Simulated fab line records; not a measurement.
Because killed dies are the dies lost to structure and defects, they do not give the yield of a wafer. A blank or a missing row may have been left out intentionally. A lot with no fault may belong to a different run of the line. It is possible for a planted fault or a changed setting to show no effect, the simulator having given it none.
Comparing a struck lot with a sound one | flow ritCmos | 32 steps out of a route of 202
Sound: these wafers, L235.1, L235.3, L235.6. Wafers struck: L242.2, L242.3, L242.5. The cause comes at the end.
At each step with rows: each side's tool, then ch and its chambers, then its first start. Under that, the readings that differ: sound wafers | struck wafers | difference of the means | sigmas: that difference in standard deviations of wafers without a fault.
alike: readings with means less than 2 such deviations apart, plus words and numbers identical on both sides. not compared: withheld readings, readings lacking a value on some wafer, bounds such as >300 that could conceal the same value, and numbers that have no deviation in the record and whose values overlap.
The two part at a step that has a row with sigmas, a row that says differs or no value, or rows on one side only. Numbers that have no deviation but don't overlap get no sigmas and don't part them. A reading missing from all wafers of one side parts the sides only when that side holds two or more wafers.

RIT_ACTIVE_BOW_MEAS_00:
  struck on filmMetro-01, day 2 21:01; sound on filmMetro-04, day 1 10:00
  alike: INCOMING_BOW
RIT_ACTIVE_OXIDATION_01: target thk 46.8 nm, ox time 3360 s.
  sound on furnace-01 ch 0, day 1 11:20; struck on furnace-01 ch 0, day 2 21:32
  alike: spikeTcSourceC
RIT_ACTIVE_THK_MEAS_02:
  struck on filmMetro-02, day 2 23:28; sound on filmMetro-04, day 1 13:16
  alike: ACTIVE_OXIDE_THK
then, 1 step without rows for these wafers: RIT_ACTIVE_CVD_03 (deposits Si3N4 from SiH2Cl2/NH3, target thk 150 nm, time 1500 s).
RIT_ACTIVE_THK_MEAS_04:
  struck on filmMetro-02, day 3 00:57; sound on filmMetro-01, day 1 14:45
  alike: ACTIVE_NITRIDE_THK
then, 6 steps without rows for these wafers: RIT_ACTIVE_HMDS_05 (prime time 60 s); RIT_ACTIVE_COAT_06 (resist thk 1000 nm); RIT_ACTIVE_SOFTBAKE_07 (time 60 s); RIT_ACTIVE_EXPOSE_08 (exposes mask M1, target cd 1400 nm); RIT_ACTIVE_PEB_09; RIT_ACTIVE_DEVELOP_10 (develop time 50 s).
RIT_ACTIVE_CD_MEAS_11: target cd 1400 nm.
  struck on cdSem-02, day 3 01:52; sound on cdSem-01, day 1 15:47
  alike: cdNm
then, 1 step without rows for these wafers: RIT_ACTIVE_HARDBAKE_12 (time 60 s).
RIT_ACTIVE_ETCH_13: etches Si3N4 in SF6, stops on SiO2, time 210 s, target depth 210 nm.
  sound on rieDiel-03 ch 0,1,3, day 1 16:03; struck on rieDiel-02 ch 0,2,3, day 3 02:07
  alike: drypumpMotorCurrentA, oesProductAu, rfFwdPowerW, throttleValvePct
  not compared: rfHoursCounterH
RIT_ACTIVE_STRIP_14: strips in O2, time 180 s.
  sound on plasmaAsher-04 ch 0,1, day 1 16:11; struck on plasmaAsher-03 ch 0,1, day 3 02:15
  alike: drypumpMotorCurrentA
  not compared: rfHoursCounterH
RIT_ACTIVE_CD_MEAS_90: target cd 1400 nm.
  struck on cdSem-01, day 3 02:27; sound on cdSem-01, day 1 16:22
  alike: cdNm
then, 4 steps without rows for these wafers: RIT_ACTIVE_CLEAN_15 (cleans in SC1, time 600 s); RIT_ACTIVE_CLEAN_16 (cleans in dHF, time 30 s); RIT_ACTIVE_CLEAN_17 (cleans in SC2, time 600 s); RIT_FOX1_OXIDATION_00 (target thk 350.7 nm, ox time 1130 s).
RIT_FOX1_THK_MEAS_01:
  struck on filmMetro-02, day 3 07:22; sound on filmMetro-03, day 1 18:10
  alike: FOX1_OXIDE_THK
then, 2 steps without rows for these wafers: RIT_FOX1_WET_ETCH_02 (etches SiO2 in BOE, target depth 350 nm, time 390 s); RIT_FOX2_OXIDATION_00 (target thk 350.7 nm, ox time 1130 s).
RIT_FOX2_THK_MEAS_01:
  struck on filmMetro-03, day 3 10:46; sound on filmMetro-04, day 1 19:47
  alike: FOX2_OXIDE_THK
then, 2 steps without rows for these wafers: RIT_FOX2_CLEAN_02 (cleans in dHF, time 180 s); RIT_FOX2_WET_ETCH_03 (etches Si3N4 in H3PO4, target depth 195 nm, time 2700 s).
RIT_FOX2_THK_MEAS_90:
  struck on filmMetro-01, day 3 11:42; sound on filmMetro-03, day 1 20:40
  alike: FIELD_OXIDE_LEFT_1_THK
then, 4 steps without rows for these wafers: RIT_NWELL_HMDS_00 (prime time 60 s); RIT_NWELL_COAT_01 (resist thk 1300 nm); RIT_NWELL_SOFTBAKE_02 (time 60 s); RIT_NWELL_EXPOSE_03 (exposes mask M2, target cd 43900 nm).
RIT_M1_PROBE_99:
  struck on prober-01, day 5 04:38; sound on prober-02, day 3 09:40
reading          | sound | struck                                                                  | difference                   | sigmas
hold             | - - - | awaitDispo/3.0h/release awaitDispo/3.0h/release awaitDispo/3.0h/release | no value on the sound wafers | 
killedAtFrontEnd | 9 2 2 | 82 71 96                                                                | +79                          | +25
killedDies       | 9 2 2 | 82 71 96                                                                | +79                          | +25
killedOnRim      | 2 0 1 | 23 21 20                                                                | +20                          | +15
  alike: killedOpen, killedShort

## WHERE THEY PART
Within this record, at RIT_M1_PROBE_99 only.

WHY: the cause the simulator had injected
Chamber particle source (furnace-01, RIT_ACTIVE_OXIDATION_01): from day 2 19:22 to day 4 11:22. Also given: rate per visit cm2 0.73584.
